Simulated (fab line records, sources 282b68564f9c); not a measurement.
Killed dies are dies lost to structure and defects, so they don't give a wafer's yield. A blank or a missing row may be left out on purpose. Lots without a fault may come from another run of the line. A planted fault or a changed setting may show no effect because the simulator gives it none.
Which tool did it? | flow rit_cmos | 7 lots, 21 wafers sampled, at 2 steps of a route of 202

WHAT THE GAUGES READ, wafer by wafer
RIT_ACTIVE_CD_MEAS_90: target cd 1400 nm.
lot  | measured    | on        | cd_nm (nm)
L102 | day 1 20:25 | cd_sem-01 | 1399.2 1399.4 1399.8
L104 | day 2 06:02 | cd_sem-01 | 1400.1 1401.1 1399.2
L106 | day 2 16:44 | cd_sem-01 | - - -
L111 | day 3 17:08 | cd_sem-01 | 1403.9 1403.1 1406.8
L117 | day 4 23:05 | cd_sem-02 | 1404.1 1401.1 1401.4
L119 | day 5 09:45 | cd_sem-01 | 1397.6 1398.2 1400.1
L123 | day 6 05:14 | cd_sem-02 | 1395.1 1397.9 1399.7

WHICH TOOL RAN EACH LOT (tool, then ch and the chambers of the sampled wafers, then the start)
lot  | RIT_ACTIVE_CVD_03
L102 | lpcvd-02 ch 1, day 1 17:20
L104 | lpcvd-01 ch 1, day 2 03:07
L106 | lpcvd-02 ch 0, day 2 13:07
L111 | lpcvd-02 ch 1, day 3 14:07
L117 | lpcvd-02 ch 0, day 4 20:07
L119 | lpcvd-02 ch 0, day 5 06:07
L123 | lpcvd-02 ch 1, day 6 02:07
- RIT_ACTIVE_CVD_03: deposits Si3N4 from SiH2Cl2/NH3, target thk 150 nm, time 1500 s.

THE ANSWER, worked out from the rows above alone
Rule: what is usual is taken from the lots themselves. Put in order of their means at a reading, lots are off if they are a third of the lots or fewer, leave a main group of 4 or more, and stand apart from it by a gap of 3 or more times the standard deviation of the main group's means; of several such gaps the widest counts. A main group whose means are all the same, to the digits that the tables above print for the reading, isn't used. A lot without any number at a reading at which 4 lots or more have one is off too. The other lots that the step has rows for count as sound.
Off: L106, at RIT_ACTIVE_CD_MEAS_90 (cd_nm). Without a number there: L106. The main group: mean 1400.4 nm, standard deviation 2.3.
A tool fits if, at a process step before that reading, it ran every lot that is off, and no sound lot after the first of them. The gauges at RIT_ACTIVE_CD_MEAS_90 are tried like those tools. None of those tried fits.

WHAT THE SIMULATOR HAD PUT IN
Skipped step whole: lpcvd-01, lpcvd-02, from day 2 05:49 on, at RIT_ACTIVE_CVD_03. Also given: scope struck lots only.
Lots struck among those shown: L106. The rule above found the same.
